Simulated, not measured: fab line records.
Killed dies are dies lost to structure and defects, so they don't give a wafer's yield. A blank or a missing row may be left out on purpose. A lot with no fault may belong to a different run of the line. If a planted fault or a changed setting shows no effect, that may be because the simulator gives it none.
A struck lot beside a sound one | flow rit_cmos | 15 out of 202 route steps
Sound: these wafers, L641.1, L641.2, L641.5. Wafers L644.2, L644.3, L644.5 were the ones struck. Last of all comes the cause.
At each step with rows: each side's tool, then ch and its chambers, then its first start. Under that, the readings that differ: sound wafers | struck wafers | difference of the means | sigmas: that difference in standard deviations of wafers without a fault.
alike: same words and numbers on both sides, and readings whose means sit less than 2 such deviations apart. not compared: any withheld reading, any reading some wafer has no value for, any bound like >300 that may hide the same value, and any number with overlapping values for which the record gives no deviation.
Wherever a step has rows on one side only, a row that says differs or no value, or a row with sigmas, the two part there. Numbers that have no deviation but don't overlap get no sigmas and don't part them. A reading that every wafer of one side lacks parts them only if that side has two wafers or more.

first, 1 step without rows for these wafers: RIT_PRETRO_DEVELOP_05 (develop time 68 s).
RIT_PRETRO_OVL_MEAS_06:
  sound on overlay-01 at day 3 08:31; struck on overlay-01 at day 4 02:23
  alike: PRETRO_OVL
then, 2 steps without rows for these wafers: RIT_PRETRO_HARDBAKE_07 (time 120 s); RIT_PRETRO_IMPLANT_08.
RIT_PRETRO_STRIP_09: strips in O2, time 180 s.
  sound on plasma_asher-01 ch 0,1, day 3 08:57; struck on plasma_asher-03 ch 0, day 4 02:49
  alike: drypump_motor_current_A, rf_refl_power_W
  not compared: rf_hours_counter_h
RIT_PRETRO_TW_MEAS_10:
  sound on film_metro-01 at day 3 09:07; struck on film_metro-03 at day 4 03:01
  alike: PRETRO_TW
then, 5 steps without rows for these wafers: RIT_GATE_WET_ETCH_00 (etches SiO2 in BOE, target depth 56 nm, time 60 s); RIT_GATE_CLEAN_01 (cleans in SC1, time 600 s); RIT_GATE_CLEAN_02 (cleans in dHF, time 30 s); RIT_GATE_CLEAN_03 (cleans in SC2, time 600 s); RIT_GATE_CLEAN_04 (cleans in dHF, time 60 s).
RIT_FOX2_THK_MEAS_91:
  sound on film_metro-04 at day 3 09:36; struck on film_metro-03 at day 4 03:29
  alike: FIELD_OXIDE_LEFT_2_THK
RIT_GATE_OXIDATION_05: target thk 3 nm, ox time 270 s.
  struck on furnace-01, day 4 03:32; sound on furnace-03 ch 0, day 3 09:40
  no value came back on the struck wafers for ox_temp_c (C), ox_temp_c_max, zone_power_source_pct (%); on the sound wafers ox_temp_c (C) reads 899.3 899.8 899.7
then, 2 steps without rows for these wafers: RIT_GATE_ANNEAL_06 (time 600 s); RIT_GATE_CVD_08 (deposits poly-Si from SiH4, target thk 250 nm, time 2220 s).

## WHERE THEY PART
Only at RIT_GATE_OXIDATION_05, as far as this record shows.

WHY: the cause the simulator had injected
Beginning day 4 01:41, the whole step at RIT_GATE_OXIDATION_05 was skipped on furnace-01. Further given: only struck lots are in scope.
